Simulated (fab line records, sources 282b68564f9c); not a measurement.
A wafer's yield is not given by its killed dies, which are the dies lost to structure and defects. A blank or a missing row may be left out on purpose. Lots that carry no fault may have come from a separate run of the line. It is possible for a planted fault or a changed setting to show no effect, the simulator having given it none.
Problem report, 8D (eight disciplines) form, completed by code | flow rit-cmos | the parts of the form that need people (team, actions taken, sign-off) are left out

== 1. THE PROBLEM ==
ACTIVE_NITRIDE_THK at RIT_ACTIVE_THK_MEAS_04 reads a mean of 115.4 nm on 6 wafers of 2 lots; wafers without a fault read 149.3 nm with a standard deviation of 1.6. That is -21 standard deviations from the usual mean.
First seen on wafer L933.1, day 3 11:16, on film-metro-02. At this step, 36 wafers from 12 lots have a number in the record. By rule, "out" or "out of limits" means more than 4 standard deviations away from the usual mean. All remaining wafers that have a number are taken as sound.

== 2. WHAT IT IS AND WHAT IT IS NOT ==
question                    | is                           | is not
which readings at this step | ACTIVE_NITRIDE_THK           | -
which lots                  | L933, L937                   | L924, L925, L926, L927, L928, L929, L930, L940, L945, L947
which wafers of those lots  | all that have a number       | -
read on which gauges        | film-metro-01, film-metro-02 | film-metro-03
when                        | from day 3 11:16             | up to then (21 sound wafers); but 9 sound wafers of L940, L945, L947 came after

== 3. THE SUSPECTS, EACH WITH WHAT RULES IT OUT ==
Counting: a tool stays on the suspect list if, at a process step up to the reading, it processed all lots that are out and no sound lot following the first of them.
- the gauge at RIT_ACTIVE_THK_MEAS_04 is ruled out. 2 gauges (film-metro-01, film-metro-02) read the wafers that are out.
- lpcvd-02 at RIT_ACTIVE_CVD_03 (deposits Si3N4 from SiH2Cl2/NH3, target thk 150 nm, time 1500 s): kept. All lots that are out passed through it, beginning with L933 at day 3 09:50, and no sound lot followed; its final sound lot before that point was L927 at day 2 03:31.
Left after counting: lpcvd-02 at RIT_ACTIVE_CVD_03.

== 4. THE CAUSE (what the simulator had put in) ==
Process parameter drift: lpcvd-02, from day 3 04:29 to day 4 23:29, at RIT_ACTIVE_CVD_03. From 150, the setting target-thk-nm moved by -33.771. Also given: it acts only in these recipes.
Counting left only this tool.

== 5. THE EFFECT CHAIN, in route order ==
Each row: a reading where the mean over the struck wafers with a number is more than 3 standard deviations away from the usual. Only readings for which the record gives a usual standard deviation are gone through. hours: the time from each lot's start at the first step in this table that gives one to its start at this step, as a median over the lots. sigmas: the change in usual standard deviations.
hours | step                   | reading            | usual      | on struck wafers | change | sigmas
0     | RIT_ACTIVE_THK_MEAS_04 | ACTIVE_NITRIDE_THK | 149.3 nm   | 115.4            | -33.9  | -21
1     | RIT_ACTIVE_ETCH_13     | oes-product-au     | 0.818 a.u. | 0.720            | -0.098 | -8.9
Its process steps:
- RIT_ACTIVE_ETCH_13: etches Si3N4 in SF6, stops on SiO2, time 210 s, target depth 210 nm.
At these later measuring or inspecting steps, every struck wafer for which the step has a row has a number for every such reading, and none has moved that far: RIT_FOX2_THK_MEAS_90, RIT_SILICIDE_RS_MEAS_02.

== 6. HOW IT WOULD HAVE BEEN CAUGHT EARLIER ==
7 hours passed between the start of the fault at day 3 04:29 and the first reading out of limits at a measuring or inspecting step in this record, taken at day 3 11:16.
Of the lots that are out (2), L937 began RIT_ACTIVE_CVD_03 on lpcvd-02 after day 3 11:16. A hold on the tool at that time would have spared it.
